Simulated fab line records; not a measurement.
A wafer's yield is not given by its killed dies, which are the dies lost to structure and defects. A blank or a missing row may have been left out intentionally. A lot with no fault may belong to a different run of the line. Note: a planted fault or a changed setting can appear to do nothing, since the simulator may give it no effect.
fab line records	flow rit-cmos
[record] lots = 14	wafers = 42	last-day = 6
route steps=202 shown PRETRO@70 GATE@95 SILICIDE@167 M1@202
lots untouched by any fault: they come from a run of this same line in which no faults occurred
start-h: hours from the record's first day to the start of the lot's first wafer shown	wait-h: how many hours have passed since the lot's step before this one	" repeats the value in the row above	L1.1+2: a row that stands for several wafers	- no value present, or no start provided	* or withheld: withheld	< > ~ a bound
route shown NAME@n: NAME is a module with steps in the file, n the number in the route of the first one	usual: mean and standard deviation over wafers with no fault	same: alike in all rows	chamber/n: place in a boat	sites: the reading at each site	_std_site: the values' standard deviation	_edge_site: the outer-site mean with the inner-site mean subtracted	radius-mm: how far each site lies from the wafer's centre	mask NAME#n: copy n	behind: the last tool/chamber to shape the wafer	hold: reason for holding the lot/hours on hold/outcome of the hold	device: the n, p or np transistor that did not switch	end of line: tests of these same wafers at the route's end	a step given without rows: its recipe and nothing more	killed: count of dies lost to structure and defects at first sort (not the wafer's yield)	map: dies across one wafer; x = killed, . = not, _ = none there
set.NAME: the setting that was run; set.NAME@STEP: the one run at that earlier step	model.NAME: the simulator's own value behind a step, which no gauge read
a sample of lots followed through the steps of the route, with each step as a table and each wafer as a row
services: from which hour (start-h, from the record's first day; less than 0 if before it) a tool's chamber was out of use, for how many hours, and why
[[steps]]
[step RIT_PRETRO_OVL_MEAS_06]
[usual] PRETRO_OVL = 0.3/1.3
lot.wafer	tool	chamber	start-h	wait-h	PRETRO_OVL[nm]
L700.2	overlay-02	-	30.95	-	1.4
L700.5	"	-	"	"	1.1
L700.6	"	-	"	"	1.1
L701.2	overlay-01	-	37.00	-	-1.4
L701.3	"	-	"	"	0.5
L701.5	"	-	"	"	-0.8
L702.2	overlay-01	-	43.60	-	1.0
L702.3	"	-	"	"	1.5
L702.6	"	-	"	"	2.3
L703.2	overlay-01	-	48.44	-	2.6
L703.4	"	-	"	"	0.7
L703.5	"	-	"	"	2.7
L704.1	overlay-01	-	54.84	-	1.7
L704.3	"	-	"	"	-1.4
L704.6	"	-	"	"	0.3
L705.2	overlay-01	-	58.60	-	0.8
L705.5	"	-	"	"	1.0
L705.6	"	-	"	"	1.5
L706.1	overlay-01	-	61.75	-	1.4
L706.3	"	-	"	"	0.3
L706.5	"	-	"	"	-1.4
L707.1	overlay-02	-	67.54	-	-0.1
L707.2	"	-	"	"	-0.8
L707.6	"	-	"	"	0.9
L709.4	overlay-02	-	76.47	-	2.0
L709.5	"	-	"	"	2.4
L709.6	"	-	"	"	2.6
L712.1	overlay-02	-	91.50	-	0.4
L712.3	"	-	"	"	0.1
L712.5	"	-	"	"	0.0
L713.3	overlay-02	-	95.84	-	0.7
L713.4	"	-	"	"	-0.9
L713.5	"	-	"	"	0.2
L714.4	overlay-01	-	101.75	-	-1.3
L714.5	"	-	"	"	1.0
L714.6	"	-	"	"	-1.2
L717.1	overlay-02	-	115.55	-	-1.5
L717.2	"	-	"	"	1.3
L717.6	"	-	"	"	0.8
L719.1	overlay-02	-	126.04	-	2.9
L719.3	"	-	"	"	-1.0
L719.5	"	-	"	"	-0.4
[step RIT_GATE_ETCH_19]
[recipe] chemistry = SF6/CHF3/O2	time-s = 165	SF6_flow_sccm = 30	CHF3_flow_sccm = 30	O2_flow_sccm = 5	target = poly-Si	pressure-mtorr = 40	rf-w = 160	target-depth-a = 3125	over-etch-frac = 0.25	stop-on = SiO2
[usual] SF6_flow_sccm = 30.02/0.097	drypump-motor-current-A = 5.8/0.39	he-backside-leak-sccm = 2.6/0.32	oes-product-au = 0.857/0.011	over-etch-frac = 0.25/0	throttle-valve-pct = 10.24/0.19
lot.wafer	tool	chamber	start-h	wait-h	SF6_flow_sccm	drypump-motor-current-A	he-backside-leak-sccm	oes-product-au	over-etch-frac	rf-hours-counter-h	throttle-valve-pct
L700.2	rie-si-02	1	39.38	0.1	29.97	6.0	2.6	0.854	0.25	146	10.36
L700.5	"	3	"	"	30.05	6.6	2.6	0.852	0.25	-	10.09
L700.6	"	2	"	"	29.97	5.5	2.2	0.855	0.25	-	10.53
L701.2	rie-si-01	1	45.63	0.1	30.21	5.6	2.6	0.845	0.25	8	10.09
L701.3	"	0	"	"	29.91	5.2	2.2	0.866	0.25	23	10.22
L701.5	"	1	"	"	30.09	5.6	2.6	0.856	0.25	-	10.10
L702.2	rie-si-02	3	49.52	0.1	30.13	6.6	2.5	0.858	0.25	147	10.08
L702.3	"	1	"	"	30.24	5.9	2.5	0.854	0.25	146	10.35
L702.6	"	1	"	"	30.19	5.9	2.7	0.861	0.25	-	10.36
L703.2	rie-si-01	1	55.36	0.1	30.03	5.6	2.5	0.854	0.25	8	10.10
L703.4	"	3	"	"	29.91	6.1	2.8	0.872	0.25	-	10.50
L703.5	"	2	"	"	30.09	5.8	2.7	0.843	0.25	-	9.98
L704.1	rie-si-02	0	60.93	0.1	30.20	6.0	2.6	0.858	0.25	128	10.11
L704.3	"	3	"	"	29.91	6.6	2.6	0.845	0.25	147	10.10
L704.6	"	3	"	"	29.95	6.6	2.5	0.851	0.25	-	10.08
L705.2	rie-si-01	1	64.47	0.1	30.10	5.6	2.6	0.849	0.25	8	10.10
L705.5	"	3	"	"	29.94	6.1	3.0	0.873	0.25	-	10.50
L705.6	"	2	"	"	30.08	5.8	2.8	0.841	0.25	-	10.00
L706.1	rie-si-02	2	67.43	0.1	30.00	5.5	2.3	0.858	0.25	2	10.54
L706.3	"	0	"	"	30.02	6.0	2.7	0.861	0.25	128	10.09
L706.5	"	0	"	"	30.10	6.0	2.6	0.856	0.25	-	10.10
L707.1	rie-si-01	3	76.06	0.1	30.01	6.1	4.6	0.891	0.25	96	10.51
L707.2	"	1	"	"	29.87	5.6	2.7	0.860	0.25	8	10.11
L707.6	"	0	"	"	29.88	5.2	2.3	0.869	0.25	-	10.23
L709.4	rie-si-01	2	82.22	0.1	29.95	5.7	2.6	0.846	0.25	3	10.00
L709.5	"	0	"	"	29.95	5.2	2.1	0.873	0.25	-	10.23
L709.6	"	1	"	"	30.10	5.6	2.7	0.856	0.25	-	10.10
L712.1	rie-si-02	2	97.03	0.1	30.11	5.4	2.3	0.859	0.25	2	10.53
L712.3	"	1	"	"	29.94	5.9	2.3	0.855	0.25	146	10.34
L712.5	"	2	"	"	30.01	5.5	2.4	0.852	0.25	-	10.52
L713.3	rie-si-01	1	101.84	0.1	30.03	5.6	2.7	0.862	0.25	8	10.09
L713.4	"	2	"	"	30.11	5.7	2.6	0.851	0.25	3	9.98
L713.5	"	2	"	"	29.87	5.7	2.6	0.853	0.25	-	9.99
L714.4	rie-si-02	3	107.84	0.1	29.97	6.6	2.5	0.833	0.25	147	10.08
L714.5	"	1	"	"	29.87	6.0	2.7	0.843	0.25	-	10.34
L714.6	"	0	"	"	30.01	6.0	2.8	0.844	0.25	-	10.12
L717.1	rie-si-01	1	121.44	0.1	30.01	5.6	2.6	0.734	0.5384	9	10.10
L717.2	"	3	"	"	30.10	6.1	2.8	0.767	0.5384	96	10.52
L717.6	"	1	"	"	30.02	5.6	2.7	0.733	0.5384	-	10.10
L719.1	rie-si-01	0	133.48	0.1	30.00	5.2	2.2	0.746	0.5384	24	10.23
L719.3	"	2	"	"	29.88	5.8	2.6	0.730	0.5384	4	9.98
L719.5	"	0	"	"	29.87	5.2	2.1	0.742	0.5384	-	10.23
[step RIT_SILICIDE_RTA_06]
[recipe] temp-c = 750	time-s = 10	idle-temp-c = 25	ramp-up-s = 5	ramp-down-s = 10	cool-to-c = 25	ambient = N2
[usual] wafer_temp_C_max = 753.2/1.5
lot.wafer	tool	chamber	start-h	wait-h	wafer_temp_C_max
L700.2	rtp-anneal-02	0	54.59	0.0	752.8
L700.5	"	0	"	"	753.1
L700.6	"	0	"	"	752.3
L701.2	rtp-anneal-02	0	60.42	0.0	752.6
L701.3	"	0	"	"	752.1
L701.5	"	0	"	"	752.5
L702.2	rtp-anneal-02	0	63.14	0.0	752.7
L702.3	"	0	"	"	751.7
L702.6	"	0	"	"	752.7
L703.2	rtp-anneal-02	0	70.05	0.0	752.2
L703.4	"	0	"	"	752.5
L703.5	"	0	"	"	752.5
L704.1	rtp-anneal-02	0	74.03	0.0	752.4
L704.3	"	0	"	"	751.9
L704.6	"	0	"	"	753.2
L705.2	rtp-anneal-02	0	77.68	0.0	752.7
L705.5	"	0	"	"	751.9
L705.6	"	0	"	"	752.3
L706.1	rtp-anneal-02	0	80.85	0.0	752.3
L706.3	"	0	"	"	752.0
L706.5	"	0	"	"	752.3
L707.1	rtp-anneal-02	0	89.63	0.0	753.3
L707.2	"	0	"	"	752.5
L707.6	"	0	"	"	752.0
L709.4	rtp-anneal-01	0	97.92	0.0	757.3
L709.5	"	0	"	"	754.5
L709.6	"	0	"	"	756.3
L712.1	rtp-anneal-02	0	110.79	0.0	752.3
L712.3	"	0	"	"	752.3
L712.5	"	0	"	"	752.5
L713.3	rtp-anneal-01	0	116.05	0.0	755.1
L713.4	"	0	"	"	755.2
L713.5	"	0	"	"	754.7
L714.4	rtp-anneal-02	0	121.39	0.0	752.1
L714.5	"	0	"	"	751.8
L714.6	"	0	"	"	752.5
L717.1	rtp-anneal-01	0	135.38	0.0	755.0
L717.2	"	0	"	"	754.2
L717.6	"	0	"	"	755.7
L719.1	rtp-anneal-01	0	146.97	0.0	753.8
L719.3	"	0	"	"	754.0
L719.5	"	0	"	"	756.0
[step RIT_M1_PROBE_99]
[usual] killed_at_M0_to_M3 = 0.0/0.2	killed-at-contacts = 0.1/0.32	killed-at-front-end = 6.7/2.9	killed-dies = 6.8/2.9	killed-open = 3.3/1.7	killed-short = 3.4/2.1
[same] gross-dies = 264	killed_at_M4_up = 0	killed-at-back-side = 0	killed-at-other = 0
lot.wafer	tool	chamber	start-h	wait-h	killed_at_M0_to_M3	killed-at-contacts	killed-at-front-end	killed-dies	killed-open	killed-short
L704.1	prober-02	-	81.03	0.1	0	0	7	7	3	4
L704.3	prober-02	-	81.13	0.2	0	0	7	7	4	3
L704.6	prober-02	-	81.28	0.2	0	0	6	6	4	2
L705.2	prober-01	-	84.63	0.1	0	0	8	8	4	4
L705.5	prober-01	-	84.78	0.2	0	0	8	8	5	3
L705.6	prober-01	-	84.83	0.2	0	0	11	11	6	5
L706.1	prober-02	-	87.53	0.1	0	1	3	4	3	1
L706.3	prober-02	-	87.63	0.2	0	0	10	10	7	3
L706.5	prober-02	-	87.73	0.2	0	0	4	4	2	2
L707.1	prober-01	-	96.93	0.1	0	0	4	4	3	1
L707.2	prober-01	-	96.98	0.1	0	0	6	6	4	2
L707.6	prober-01	-	97.18	0.2	0	0	6	6	3	3
L712.1	prober-02	-	117.13	0.1	0	0	5	5	3	2
L712.3	prober-02	-	117.23	0.2	0	0	5	5	4	1
L712.5	prober-02	-	117.33	0.2	0	1	4	5	4	1
L713.3	prober-01	-	122.94	0.2	0	0	6	6	2	4
L713.4	prober-01	-	122.99	0.2	0	0	4	4	0	4
L713.5	prober-01	-	123.04	0.2	0	0	8	8	3	5
L714.4	prober-02	-	128.59	0.2	0	0	5	5	3	2
L714.5	prober-02	-	128.64	0.2	0	0	3	3	1	2
L714.6	prober-02	-	128.69	0.2	0	0	10	10	5	5
L717.1	prober-01	-	143.88	0.1	0	0	6	6	3	3
L717.2	prober-01	-	143.93	0.1	0	0	13	13	5	8
L717.6	prober-01	-	144.13	0.2	0	0	11	11	3	8
// killed by level:class
L704.1 FOX1:geometric-particle:short=2 FOX2:geometric-particle:short=1 FOX1:geometric-particle:open=1 FOX2:geometric-particle:open=1 SPACER:geometric-particle:open=1 SILICIDE:geometric-particle:short=1
L704.3 REOX:geometric-particle:open=2 FOX1:geometric-particle:short=1 FOX1:geometric-particle:open=1 GATE:geometric-particle:open=1 GATE:geometric-particle:short=1 REOX:geometric-particle:short=1
L704.6 SILICIDE:geometric-particle:short=2 SILICIDE:geometric-particle:open=2 FOX1:geometric-particle:open=1 REOX:geometric-particle:open=1
L705.2 FOX1:geometric-particle:open=2 FOX1:geometric-particle:short=2 GATE:geometric-particle:short=2 SILICIDE:geometric-particle:open=2
L705.5 GATE:geometric-particle:open=3 FOX1:geometric-particle:short=1 FOX1:geometric-particle:open=1 SILICIDE:geometric-particle:open=1 GATE:geometric-particle:short=1 REOX:geometric-particle:short=1
L705.6 GATE:geometric-particle:open=5 GATE:geometric-particle:short=2 SILICIDE:geometric-particle:short=2 FOX1:geometric-particle:open=1 REOX:geometric-particle:short=1
L706.1 GATE:geometric-particle:short=1 GATE:geometric-particle:open=1 SILICIDE:geometric-particle:open=1 CONTACT:geometric-particle:open=1
L706.3 GATE:geometric-particle:open=5 GATE:geometric-particle:short=2 REOX:geometric-particle:open=1 REOX:geometric-particle:short=1 SPACER:geometric-particle:open=1
L706.5 GATE:geometric-particle:short=2 FOX1:geometric-particle:open=1 SPACER:geometric-particle:open=1
L707.1 GATE:geometric-particle:open=3 FOX2:geometric-particle:short=1
L707.2 GATE:geometric-particle:open=2 FOX1:geometric-particle:open=1 FOX1:geometric-particle:short=1 SPACER:geometric-particle:short=1 SPACER:geometric-particle:open=1
L707.6 FOX1:geometric-particle:short=1 REOX:geometric-particle:open=1 SPACER:geometric-particle:open=1 SPACER:geometric-particle:short=1 SILICIDE:geometric-particle:short=1 SILICIDE:geometric-particle:open=1
L712.1 SILICIDE:geometric-particle:short=2 SILICIDE:geometric-particle:open=2 GATE:geometric-particle:open=1
L712.3 GATE:geometric-particle:open=2 FOX1:geometric-particle:open=1 REOX:geometric-particle:open=1 REOX:geometric-particle:short=1
L712.5 SILICIDE:geometric-particle:open=2 GATE:geometric-particle:open=1 GATE:geometric-particle:short=1 CONTACT:geometric-particle:open=1
L713.3 GATE:geometric-particle:short=2 REOX:geometric-particle:short=2 FOX2:geometric-particle:open=1 SILICIDE:geometric-particle:open=1
L713.4 FOX1:geometric-particle:short=2 GATE:geometric-particle:short=1 SPACER:geometric-particle:short=1
L713.5 GATE:geometric-particle:short=2 FOX1:geometric-particle:short=1 FOX1:geometric-particle:open=1 FOX2:geometric-particle:short=1 FOX2:geometric-particle:open=1 GATE:geometric-particle:open=1 SPACER:geometric-particle:short=1
L714.4 GATE:geometric-particle:open=2 REOX:geometric-particle:short=1 SILICIDE:geometric-particle:open=1 SILICIDE:geometric-particle:short=1
L714.5 GATE:geometric-particle:short=1 REOX:geometric-particle:short=1 REOX:geometric-particle:open=1
L714.6 GATE:geometric-particle:open=3 GATE:geometric-particle:short=3 FOX2:geometric-particle:open=2 FOX1:geometric-particle:short=1 SPACER:geometric-particle:short=1
L717.1 SPACER:geometric-particle:open=2 FOX2:geometric-particle:short=1 GATE:geometric-particle:short=1 REOX:geometric-particle:open=1 SILICIDE:geometric-particle:short=1
L717.2 FOX1:geometric-particle:short=3 SILICIDE:geometric-particle:open=2 FOX2:geometric-particle:open=2 GATE:geometric-particle:short=2 SPACER:geometric-particle:short=2 SPACER:geometric-particle:open=1 SILICIDE:geometric-particle:short=1
L717.6 FOX2:geometric-particle:short=2 FOX2:geometric-particle:open=2 SPACER:geometric-particle:short=2 SILICIDE:geometric-particle:short=2 FOX1:geometric-particle:short=1 GATE:geometric-particle:short=1 GATE:geometric-particle:open=1
[[services]]
tool	chamber	start-h	hours	kind
rie-si-01	-	34.62	6.6	repair
rtp-anneal-01	-	37.93	58.4	pm
rie-si-01	0	52.91	15.0	repair
rie-si-01	-	84.60	14.6	pm
rie-si-02	3	124.00	-	clean
rie-si-02	3	124.00	15.2	scheduled-down
rie-si-02	3	124.00	15.2	vent-cycle
rie-si-01	3	127.84	1.9	repair
rie-si-02	1	139.18	-	clean
rie-si-02	1	139.18	14.0	scheduled-down
rie-si-02	1	139.18	14.0	vent-cycle
[[key]]
[first-sign] step = RIT_GATE_ETCH_19	reading = over-etch-frac	direction = up	sigmas = 99+	usual = 0.25	struck = 0.5384
[effect] step = RIT_GATE_ETCH_19	reading = oes-product-au	direction = down	sigmas = 11	usual = 0.857	struck = 0.742
met-at RIT_GATE_ETCH_19
struck-lots L717,L719
tester-left-out L717,L719
not-acting-at RIT_PRETRO_OVL_MEAS_06,RIT_SILICIDE_RTA_06
onset-between 101.84 121.44
[fault] kind = process-parameter-drift	tool = rie-si-01	chamber = -	onset-h = 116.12	steps = RIT_GATE_ETCH_19	channel = over-etch-frac	offset = 0.2884	shape = step	end-h = 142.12	stated = 0.25
// tester-left-out: of these lots the tester's yield and bins aren't shown, on N5 and GAA mostly nor the transistor test; their killed dies are dies lost to structure and defects alone, not to doping, threshold or leakage, so they don't give the yield
